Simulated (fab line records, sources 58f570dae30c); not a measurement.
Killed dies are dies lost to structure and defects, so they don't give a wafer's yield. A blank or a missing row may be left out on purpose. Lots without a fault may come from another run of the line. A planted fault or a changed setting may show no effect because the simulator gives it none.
Which tool did it? | flow berkeley_cmos170 | 14 lots, 42 wafers sampled, at 5 steps of a route of 331

WHAT THE GAUGES READ, wafer by wafer
UCB170_PFIELD_TW_MEAS_09.
lot  | measured    | on            | PFIELD_TW
L188 | day 4 16:32 | film_metro-01 | 600 601 596
L189 | day 5 12:32 | film_metro-02 | 606 606 609
L191 | day 5 13:29 | film_metro-02 | 606 610 607
L196 | day 6 14:31 | film_metro-01 | 601 598 602
L197 | day 7 03:59 | film_metro-02 | 605 610 608
L200 | day 7 04:16 | film_metro-01 | 602 599 597
L198 | day 7 04:32 | film_metro-04 | 618 618 618
L202 | day 7 15:32 | film_metro-04 | 620 613 616
L204 | day 7 16:30 | film_metro-04 | 613 617 619
L203 | day 7 17:29 | film_metro-04 | 619 617 615
L206 | day 8 03:20 | film_metro-04 | 622 623 618
L209 | day 8 10:26 | film_metro-02 | 609 608 605
L208 | day 8 10:57 | film_metro-04 | 617 617 619
L210 | day 8 22:09 | film_metro-02 | 605 610 604

UCB170_FIELD_THK_MEAS_90.
lot  | measured    | on            | FIELD_OXIDE_LEFT_1_THK (nm)
L188 | day 5 12:07 | film_metro-04 | 436 442 442
L189 | day 6 03:01 | film_metro-02 | 450 456 447
L191 | day 6 03:04 | film_metro-04 | 445 451 454
L196 | day 7 04:44 | film_metro-02 | 442 450 449
L197 | day 7 16:53 | film_metro-02 | 409 415 415
L200 | day 7 16:58 | film_metro-02 | 418 413 428
L198 | day 7 16:55 | film_metro-04 | 426 431 431
L202 | day 8 03:59 | film_metro-03 | 439 433 429
L204 | day 8 03:59 | film_metro-04 | 429 435 432
L203 | day 8 03:55 | film_metro-04 | 417 411 404
L206 | day 8 19:35 | film_metro-03 | 434 425 433
L209 | day 9 01:22 | film_metro-02 | 441 449 442
L208 | day 9 01:22 | film_metro-03 | 453 453 460
L210 | day 9 18:53 | film_metro-03 | 427 439 429

UCB170_SDANNEAL_RS_MEAS_04: measures by four-point-probe.
lot  | measured     | on            | PLDD_RS (ohm/sq)
L188 | day 7 07:33  | film_metro-01 | 1035.1 1031.6 1033.9
L189 | day 7 22:05  | film_metro-03 | 1031.3 1027.1 1031.9
L191 | day 7 21:45  | film_metro-04 | 1034.1 1033.3 1033.4
L196 | day 9 05:10  | film_metro-04 | 952.2 952.6 952.9
L197 | day 9 20:12  | film_metro-04 | 955.9 955.6 954.1
L200 | day 9 19:59  | film_metro-01 | 1034.0 1033.9 1037.6
L198 | day 9 20:26  | film_metro-01 | 1039.0 1035.8 1034.5
L202 | day 10 06:03 | film_metro-03 | 1030.7 1031.1 1029.5
L204 | day 10 05:49 | film_metro-01 | 1033.2 1035.8 1037.6
L203 | day 10 06:31 | film_metro-01 | 1031.5 1037.8 1033.5
L206 | day 11 02:31 | film_metro-03 | 1031.3 1033.7 1031.3
L209 | day 11 15:40 | film_metro-04 | 1034.8 1034.9 1033.6
L208 | day 11 12:44 | film_metro-01 | 1033.9 1032.6 1037.4
L210 | day 11 16:09 | film_metro-03 | 1033.2 1035.9 1032.9

WHICH TOOL RAN EACH LOT (tool, then ch and the chambers of the sampled wafers, then the start)
lot  | UCB170_PLDD_IMPLANT_08          | UCB170_PLDD_STRIP_10
L188 | implanter-04 ch 0, day 6 19:20  | plasma_asher-04 ch 0,1, day 6 19:36
L189 | implanter-04 ch 0, day 7 08:47  | plasma_asher-01 ch 0,1, day 7 09:04
L191 | implanter-02 ch 0, day 7 08:07  | plasma_asher-01 ch 0,1, day 7 08:22
L196 | implanter-02 ch 0, day 8 13:32  | plasma_asher-01 ch 0,1, day 8 13:50
L197 | implanter-02 ch 0, day 8 23:59  | plasma_asher-04 ch 0,1, day 9 00:15
L200 | implanter-01 ch 0, day 8 23:24  | plasma_asher-04 ch 0,1, day 8 23:41
L198 | implanter-01 ch 0, day 8 23:43  | plasma_asher-03 ch 0,1, day 9 00:01
L202 | implanter-04 ch 0, day 9 13:22  | plasma_asher-03 ch 0, day 9 13:38
L204 | implanter-01 ch 0, day 9 13:32  | plasma_asher-01 ch 0,1, day 9 13:49
L203 | implanter-01 ch 0, day 9 13:49  | plasma_asher-01 ch 0,1, day 9 14:07
L206 | implanter-04 ch 0, day 10 08:59 | plasma_asher-03 ch 0,1, day 10 09:15
L209 | implanter-01 ch 0, day 10 20:15 | plasma_asher-03 ch 0,1, day 10 20:32
L208 | implanter-01 ch 0, day 10 19:56 | plasma_asher-03 ch 0,1, day 10 20:12
L210 | implanter-04 ch 0, day 11 01:14 | plasma_asher-01 ch 0,1, day 11 01:32
- UCB170_PLDD_IMPLANT_08
- UCB170_PLDD_STRIP_10: strips in O2.

WHAT THE TOOLS THEMSELVES READ (means of the sampled wafers that have a number; where no wafer has one, the mark that the record gives instead)
UCB170_PLDD_IMPLANT_08.
lot  | tool         | beam_on_s (s) | end_station_pressure_torr (Torr) | faraday_current_uA | rotation_deg (degrees)
L188 | implanter-04 | 9.97          | 5.2e-06                          | 159.1              | 0.006
L189 | implanter-04 | 10.02         | 5.3e-06                          | 158.3              | 0.010
L191 | implanter-02 | 9.97          | 5.4e-06                          | 159.2              | 0.025
L196 | implanter-02 | 12.08         | 9.6e-05                          | 132.5              | 0.004
L197 | implanter-02 | 12.15         | 9.7e-05                          | 132.1              | -0.018
L200 | implanter-01 | 9.93          | 5.5e-06                          | 159.3              | 0.030
L198 | implanter-01 | 9.98          | 5.2e-06                          | 158.6              | 0.015
L202 | implanter-04 | 10.02         | 5.1e-06                          | 158.2              | -0.008
L204 | implanter-01 | 10.11         | 5.2e-06                          | 156.6              | 0.009
L203 | implanter-01 | 9.87          | 5.0e-06                          | 160.3              | -0.008
L206 | implanter-04 | 9.91          | 5.1e-06                          | 159.7              | -0.003
L209 | implanter-01 | 10.08         | 4.9e-06                          | 157.3              | 0.008
L208 | implanter-01 | 9.99          | 5.1e-06                          | 158.4              | -0.009
L210 | implanter-04 | 9.90          | 5.1e-06                          | 159.9              | 0.010

UCB170_PLDD_STRIP_10.
lot  | tool            | drypump_motor_current_A (A) | oes_product_au (a.u.) | strip_time_to_endpoint_s (s)
L188 | plasma_asher-04 | 5.1                         | 0.731                 | 21.75
L189 | plasma_asher-01 | 5.4                         | 0.735                 | 21.60
L191 | plasma_asher-01 | 5.7                         | 0.732                 | 21.61
L196 | plasma_asher-01 | 5.5                         | 0.735                 | 21.67
L197 | plasma_asher-04 | 5.2                         | 0.734                 | 21.66
L200 | plasma_asher-04 | 5.1                         | 0.733                 | 21.65
L198 | plasma_asher-03 | 5.6                         | 0.732                 | 21.67
L202 | plasma_asher-03 | 5.7                         | 0.737                 | 21.66
L204 | plasma_asher-01 | 5.4                         | 0.735                 | 21.62
L203 | plasma_asher-01 | 5.4                         | 0.731                 | 21.70
L206 | plasma_asher-03 | 5.7                         | 0.738                 | 21.63
L209 | plasma_asher-03 | 5.6                         | 0.736                 | 21.67
L208 | plasma_asher-03 | 5.6                         | 0.738                 | 21.71
L210 | plasma_asher-01 | 5.5                         | 0.735                 | 21.66

THE ANSWER, worked out from the rows above alone
Rule: what is usual is taken from the lots themselves. Put in order of their means at a reading, lots are off if they are a third of the lots or fewer, leave a main group of 4 or more, and stand apart from it by a gap of 3 or more times the standard deviation of the main group's means; of several such gaps the widest counts. A main group whose means are all the same, to the digits that the tables above print for the reading, isn't used. A lot without any number at a reading at which 4 lots or more have one is off too. The other lots that the step has rows for count as sound. The gauges are gone through in route order, then the tools' own readings, and for those a lot's mean is taken as printed above. The first step at which some lot is off is used, and at that step the reading that is off furthest; a lot without a number counts as furthest.
Off: L196, L197, at UCB170_SDANNEAL_RS_MEAS_04 (PLDD_RS). The main group: mean 1033.7 ohm/sq, standard deviation 1.8.
A tool fits if, at a process step before that reading, it ran every lot that is off, and no sound lot after the first of them. The gauges at UCB170_SDANNEAL_RS_MEAS_04 aren't tried: what is off there is off at UCB170_PLDD_IMPLANT_08 too, on other tools, and a gauge's error can't cause that. One fits: implanter-02 at UCB170_PLDD_IMPLANT_08. Its last sound lot is L191 (day 7 08:07), its first lot that is off L196 (day 8 13:32): a fault that began between those two fits.
The tool's own readings at UCB170_PLDD_IMPLANT_08 bear it out: on the lots that are off they differ by more than 5 times the standard deviation of the sound lots' means. beam_on_s reads 12.12 s there against 9.98 s on the sound lots; end_station_pressure_torr reads 9.7e-05 Torr there against 5.2e-06 Torr on the sound lots; faraday_current_uA reads 132.3 there against 158.7 on the sound lots.

WHAT THE SIMULATOR HAD PUT IN
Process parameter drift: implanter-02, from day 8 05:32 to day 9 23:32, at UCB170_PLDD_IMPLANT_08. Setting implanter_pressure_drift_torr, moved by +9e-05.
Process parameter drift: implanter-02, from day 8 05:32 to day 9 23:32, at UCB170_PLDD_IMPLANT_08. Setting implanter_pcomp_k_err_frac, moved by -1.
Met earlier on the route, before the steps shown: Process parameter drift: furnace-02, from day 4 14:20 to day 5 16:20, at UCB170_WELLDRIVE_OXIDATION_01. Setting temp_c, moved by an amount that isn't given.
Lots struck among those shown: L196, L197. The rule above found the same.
